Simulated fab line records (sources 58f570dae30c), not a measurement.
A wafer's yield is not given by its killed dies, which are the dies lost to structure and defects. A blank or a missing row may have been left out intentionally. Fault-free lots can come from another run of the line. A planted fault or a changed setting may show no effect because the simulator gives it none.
A struck lot beside a sound one + flow berkeleyCmos170 + 25 steps out of a route of 331
Sound: these wafers, L777.1, L777.3, L777.6. The struck wafers were L780.1, L780.3, L780.6. At the end, the cause is stated.
Order at every step that has rows: each side's tool, ch and its chambers, its first start. Under that, the readings that differ: sound wafers + struck wafers + difference of the means + sigmas: that difference in standard deviations of wafers without a fault.
alike: readings whose means differ by less than 2 such deviations, and words and numbers that are the same on both sides. not compared: withheld readings, readings that some wafer has no value for, bounds like >300 that may hide the same value, and numbers for which the record gives no deviation and whose values overlap.
A row with sigmas, a row that says differs or no value, or rows on one side alone: a step with any of these is where the two part. Non-overlapping numbers with no deviation appear without sigmas and do not part them. A reading missing from all wafers of one side parts the sides only when that side holds two or more wafers.

first, 1 step without rows for these wafers: UCB170_PSD_IMPLANT_08.
UCB170_PSD_STRIP_09: strips in O2.
  sound on plasmaAsher-02 ch 0, day 10 07:56; struck on plasmaAsher-04 ch 0,1, day 10 23:56
  alike: drypumpMotorCurrentA, oesProductAu, stripTimeToEndpointS
  not compared: rfHoursCounterH
UCB170_PSD_TW_MEAS_10:
  sound on filmMetro-03 at day 10 08:02; struck on filmMetro-03 at day 11 00:02
  alike: PSD_TW
then, 7 steps without rows for these wafers: UCB170_PSD_CLEAN_11 (cleans in SPM, time 600 s); UCB170_NSD_HMDS_00 (prime time 60 s); UCB170_NSD_COAT_01 (resist thk 900 nm); UCB170_NSD_SOFTBAKE_02 (time 60 s); UCB170_NSD_EXPOSE_03 (exposes mask NSELECT MOD, target cd 1200 nm); UCB170_NSD_PEB_04; UCB170_NSD_DEVELOP_05 (develop time 45 s).
UCB170_NSD_CD_MEAS_06: the cd target is 1200 nm.
  sound on cdSem-01 at day 10 12:55; struck on cdSem-02 at day 11 01:46
  alike: cdNm
UCB170_NSD_OVL_MEAS_07:
  sound on overlay-01 at day 10 13:02; struck on overlay-01 at day 11 01:53
  alike: NSD_OVL
UCB170_NSD_IMPLANT_08:
  sound on implanter-01 ch 0, day 10 13:04; struck on implanter-01 ch 0, day 11 01:56
| reading                       | sound                         | struck                       | difference | sigmas      |
|-------------------------------|-------------------------------|------------------------------|------------|-------------|
| doseIonsCm2                   | 3.003e+15 2.997e+15 2.996e+15 | 1.65e+15 1.647e+15 1.649e+15 | -1.35e+15  | -99 or more |
| endStationPressureTorr (Torr) | 1.18e-05 1.25e-05 1.16e-05    | 9.6e-06 9.3e-06 9.1e-06      | -2.6e-06   | -4          |
| faradayCurrentUA              | 9378 8850 9300                | 5231 5197 4983               | -4039      | -21         |
UCB170_NSD_STRIP_09: strips in O2.
  sound on plasmaAsher-02 ch 0,1, day 10 13:13; struck on plasmaAsher-04 ch 0,1, day 11 02:05
| reading                  | sound             | struck            | difference | sigmas |
|--------------------------|-------------------|-------------------|------------|--------|
| drypumpMotorCurrentA (A) | 6.5 6.6 6.4       | 5.7 5.7 6.0       | -0.7       | -2     |
| oesProductAu (a.u.)      | 0.538 0.527 0.524 | 0.592 0.587 0.587 | +0.059     | +12    |
| stripTimeToEndpointS (s) | 35.70 35.70 35.70 | 30.55 30.59 30.53 | -5.14      | -63    |
  not compared: rfHoursCounterH
UCB170_NSD_TW_MEAS_10:
  sound on filmMetro-04 at day 10 13:19; struck on filmMetro-02 at day 11 02:25
| reading | sound          | struck         | difference | sigmas |
|---------|----------------|----------------|------------|--------|
| NSD_TW  | 4152 4171 4163 | 3991 3960 3971 | -188       | -3     |
  not compared: hold
then, 3 steps without rows for these wafers: UCB170_BACKSIDE_HMDS_00 (prime time 60 s); UCB170_BACKSIDE_COAT_01 (resist thk 900 nm); UCB170_BACKSIDE_SOFTBAKE_02 (time 60 s).
UCB170_BACKSIDE_STRIP_03: strips in O2.
  sound on plasmaAsher-04 ch 0,1, day 10 14:51; struck on plasmaAsher-01 ch 1, day 11 05:16
  alike: drypumpMotorCurrentA, oesProductAu, stripTimeToEndpointS
  not compared: rfHoursCounterH
then, 1 step without rows for these wafers: UCB170_BACKSIDE_CLEAN_04 (cleans in SPM, time 600 s).
UCB170_SDANNEAL_RTA_00: time 10 s.
  sound on rtpAnneal-02 ch 0, day 10 15:07; struck on rtpAnneal-01 ch 0, day 11 05:32
  alike: lampPowerPct, wafer_temp_C_max
UCB170_SDANNEAL_RTA_01: time 5 s.
  sound on rtpAnneal-02 ch 0, day 10 15:11; struck on rtpAnneal-01 ch 0, day 11 05:37
| reading          | sound          | struck         | difference | sigmas |
|------------------|----------------|----------------|------------|--------|
| lampPowerPct (%) | 34.5 34.5 34.6 | 33.6 33.5 33.6 | -1.0       | -2     |
  alike: wafer_temp_C_max
UCB170_SDANNEAL_RS_MEAS_02: uses a four-point probe to measure.
  sound on filmMetro-03 at day 10 15:15; struck on filmMetro-03 at day 11 05:40
  alike: PSD_RS
UCB170_SDANNEAL_RS_MEAS_03: uses a four-point probe to measure.
  sound on filmMetro-03 at day 10 15:22; struck on filmMetro-03 at day 11 06:18
| reading         | sound             | struck            | difference | sigmas      |
|-----------------|-------------------|-------------------|------------|-------------|
| NSD_RS (ohm/sq) | 37.33 37.42 37.38 | 53.51 53.35 53.61 | +16.11     | +99 or more |
  not compared: hold
UCB170_M3_PROBE_99:
  the record has rows for the sound wafers here (prober-01, day 11 11:59) and none for the struck ones

== WHERE THEY PART ==
Earliest at UCB170_NSD_IMPLANT_08; latest, in this record, at UCB170_M3_PROBE_99.

WHY: the cause the simulator had injected
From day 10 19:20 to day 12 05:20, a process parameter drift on implanter-01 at UCB170_NSD_IMPLANT_08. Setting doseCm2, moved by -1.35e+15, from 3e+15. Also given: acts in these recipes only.
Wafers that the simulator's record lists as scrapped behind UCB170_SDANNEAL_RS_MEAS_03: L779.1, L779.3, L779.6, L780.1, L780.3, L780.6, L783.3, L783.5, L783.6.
